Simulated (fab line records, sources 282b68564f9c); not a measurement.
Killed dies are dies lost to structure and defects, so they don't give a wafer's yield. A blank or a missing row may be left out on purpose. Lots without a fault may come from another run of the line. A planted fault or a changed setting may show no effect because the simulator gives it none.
A struck lot beside a sound one | flow rit_cmos | 16 steps out of a route of 202
Sound: wafers L143.2, L143.5, L143.6. Struck: wafers L159.2, L159.4, L159.5. The cause comes at the end.
At each step with rows: each side's tool, then ch and its chambers, then its first start. Under that, the readings that differ: sound wafers | struck wafers | difference of the means | sigmas: that difference in standard deviations of wafers without a fault.
alike: readings whose means differ by less than 2 such deviations, and words and numbers that are the same on both sides. not compared: withheld readings, readings that some wafer has no value for, bounds like >300 that may hide the same value, and numbers for which the record gives no deviation and whose values overlap.
The two part at a step that has a row with sigmas, a row that says differs or no value, or rows on one side only. Numbers that don't overlap but have no deviation are shown without sigmas and don't part them. A reading that every wafer of one side lacks parts them only if that side has two wafers or more.

RIT_CONTACT_STRIP_12: strips in O2, time 180 s.
  sound on plasma_asher-04 ch 0,1, day 4 04:20; struck on plasma_asher-04 ch 1, day 7 14:48
  alike: drypump_motor_current_A
  not compared: rf_hours_counter_h
RIT_CONTACT_CD_MEAS_90: target cd 1000 nm.
  sound on cd_sem-01, day 4 04:31; struck on cd_sem-01, day 7 15:00
  reading    | sound                | struck            | difference | sigmas
  cd_nm (nm) | 1002.4 1005.5 1005.3 | 998.7 999.5 998.3 | -5.6       | -3
then, 2 steps without rows for these wafers: RIT_CONTACT_CLEAN_13 (cleans in SC1, time 600 s); RIT_CONTACT_CLEAN_14 (cleans in SC2, time 600 s).
RIT_M1_SPUTTER_00: material Al, target thk 400 nm, time 500 s.
  sound on pvd_sputter-01, day 4 04:59; struck on pvd_sputter-01, day 7 15:28
  alike: substrate_temp_c, throttle_valve_pct
RIT_M1_RS_MEAS_01: measures by four-point-probe.
  sound on film_metro-04, day 4 05:18; struck on film_metro-02, day 7 15:47
  alike: M1_AL_RS
RIT_M1_THK_MEAS_02: measures by xrf.
  sound on film_metro-04, day 4 05:25; struck on film_metro-02, day 7 15:53
  alike: M1_AL_THK
then, 5 steps without rows for these wafers: RIT_M1_HMDS_03 (prime time 60 s); RIT_M1_COAT_04 (resist thk 1300 nm); RIT_M1_SOFTBAKE_05 (time 60 s); RIT_M1_EXPOSE_06 (exposes mask M12, target cd 2600 nm); RIT_M1_PEB_07.
RIT_M1_DEVELOP_08: develop time 68 s.
  sound on litho_track-02 ch 0, day 4 06:00; struck on litho_track-02 ch 0, day 7 16:00
RIT_M1_CD_MEAS_09: target cd 2600 nm.
  sound on cd_sem-01, day 4 06:29; struck on cd_sem-02, day 7 16:50
  reading    | sound                | struck               | difference | sigmas
  cd_nm (nm) | 2600.4 2601.9 2601.7 | 2592.1 2589.8 2590.5 | -10.5      | -5
RIT_M1_OVL_MEAS_10:
  sound on overlay-02, day 4 06:35; struck on overlay-01, day 7 16:57
  alike: M1_OVL
RIT_M1_PROBE_99:
  sound on prober-01, day 4 09:11; struck on prober-01, day 7 19:32
  alike: defect_limited_yield, killed_at_contacts, killed_at_front_end, killed_dies, killed_open, killed_short, sort_bin_3_pad_short, sort_bin_5_function, sort_bin_6_memory, sort_n_pass, sort_yield_pct

WHERE THEY PART
First at RIT_CONTACT_CD_MEAS_90; last, within this record, at RIT_M1_CD_MEAS_09. Later steps at which nothing parts them and some readings are alike: RIT_M1_OVL_MEAS_10, RIT_M1_PROBE_99.

WHY: what the simulator had put in
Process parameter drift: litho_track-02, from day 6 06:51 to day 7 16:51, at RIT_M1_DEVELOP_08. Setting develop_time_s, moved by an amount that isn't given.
